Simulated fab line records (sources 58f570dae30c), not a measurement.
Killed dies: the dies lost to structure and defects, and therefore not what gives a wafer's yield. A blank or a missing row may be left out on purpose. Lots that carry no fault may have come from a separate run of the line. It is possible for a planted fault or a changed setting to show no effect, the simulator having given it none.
A struck lot beside a sound one -- flow berkeley cmos170 -- 14 out of 331 route steps
Sound: the wafers L131.1, L131.2, L131.6. Struck: wafer L137.4. (L137.3, L137.5 of the same lot were not struck and are left out.) The cause comes at the end.
For every step that has rows: the tool of each side, followed by ch and its chambers, followed by its first start. Under that, the readings that differ: sound wafers -- struck wafers -- difference of the means -- sigmas: that difference in standard deviations of wafers without a fault.
alike: readings with means less than 2 such deviations apart, plus words and numbers identical on both sides. not compared: withheld readings, readings lacking a value on some wafer, bounds such as >300 that could conceal the same value, and numbers that have no deviation in the record and whose values overlap.
The two part at a step that has a row with sigmas, a row that says differs or no value, or rows on one side only. Numbers that don't overlap but have no deviation are shown without sigmas and don't part them. A reading missing from all wafers of one side parts the sides only when that side holds two or more wafers.

first, 2 steps without rows for these wafers: UCB170_NLDD_PEB_04; UCB170_NLDD_DEVELOP_05 (develop time 45 s).
UCB170_NLDD_CD_MEAS_06: target cd 1200 nm.
  struck on cd sem-02, day 8 00:42; sound on cd sem-01, day 6 06:30
  alike: cd nm
UCB170_NLDD_OVL_MEAS_07:
  struck on overlay-01, day 8 00:47; sound on overlay-01, day 6 06:37
  alike: NLDD_OVL
then, 2 steps without rows for these wafers: UCB170_NLDD_IMPLANT_08; UCB170_NLDD_IMPLANT_09.
UCB170_NLDD_STRIP_10: strips in O2.
  sound on plasma asher-03 ch 0,1, day 6 06:58; struck on plasma asher-03 ch 1, day 8 01:09
reading,sound,struck,difference,sigmas
strip time to endpoint s (s),21.71 21.74 21.69,21.55,-0.16,-3
  alike: drypump motor current A, oes product au
  not compared: rf hours counter h
UCB170_NLDD_TW_MEAS_11:
  struck on film metro-04, day 8 01:14; sound on film metro-03, day 6 07:04
  alike: NLDD_TW
then, 1 step without rows for these wafers: UCB170_NLDD_CLEAN_12 (cleans in SPM, time 600 s).
UCB170_SPACER_CVD_00: deposits SiO2 from TEOS/O2, target thk 376 nm, time 47 s.
  sound on pecvd-04 ch 0,1,2, day 6 07:19; struck on pecvd-03 ch 1, day 8 03:53
  alike: heater power w
UCB170_SPACER_THK_MEAS_01:
  struck on film metro-02, day 8 03:57; sound on film metro-02, day 6 07:21
  alike: SPACER_TEOS_THK
then, 1 step without rows for these wafers: UCB170_SPACER_ANNEAL_02 (time 1800 s).
UCB170_SPACER_ETCHBACK_03: etches SiO2 in CHF3/CF4/Ar, stops on Si, target depth 376 nm, time 100 s.
  sound on rie diel-03 ch 0,3, day 6 13:33; struck on rie diel-04 ch 0, day 8 09:02
reading,sound,struck,difference,sigmas
oes product au (a.u.),0.887 0.901 0.894,0.772,-0.122,-8
model.etch.depth nm (nm),372.8 376.1 376.9,304.5,-70.8,
  alike: CHF3_flow_sccm, drypump motor current A, throttle valve pct
  not compared: rf hours counter h
then, 1 step without rows for these wafers: UCB170_PSD_HMDS_00 (prime time 60 s).

## WHERE THEY PART
At UCB170_NLDD_STRIP_10 first; at UCB170_SPACER_ETCHBACK_03 last (within this record only).

WHY: what had been put in by the simulator
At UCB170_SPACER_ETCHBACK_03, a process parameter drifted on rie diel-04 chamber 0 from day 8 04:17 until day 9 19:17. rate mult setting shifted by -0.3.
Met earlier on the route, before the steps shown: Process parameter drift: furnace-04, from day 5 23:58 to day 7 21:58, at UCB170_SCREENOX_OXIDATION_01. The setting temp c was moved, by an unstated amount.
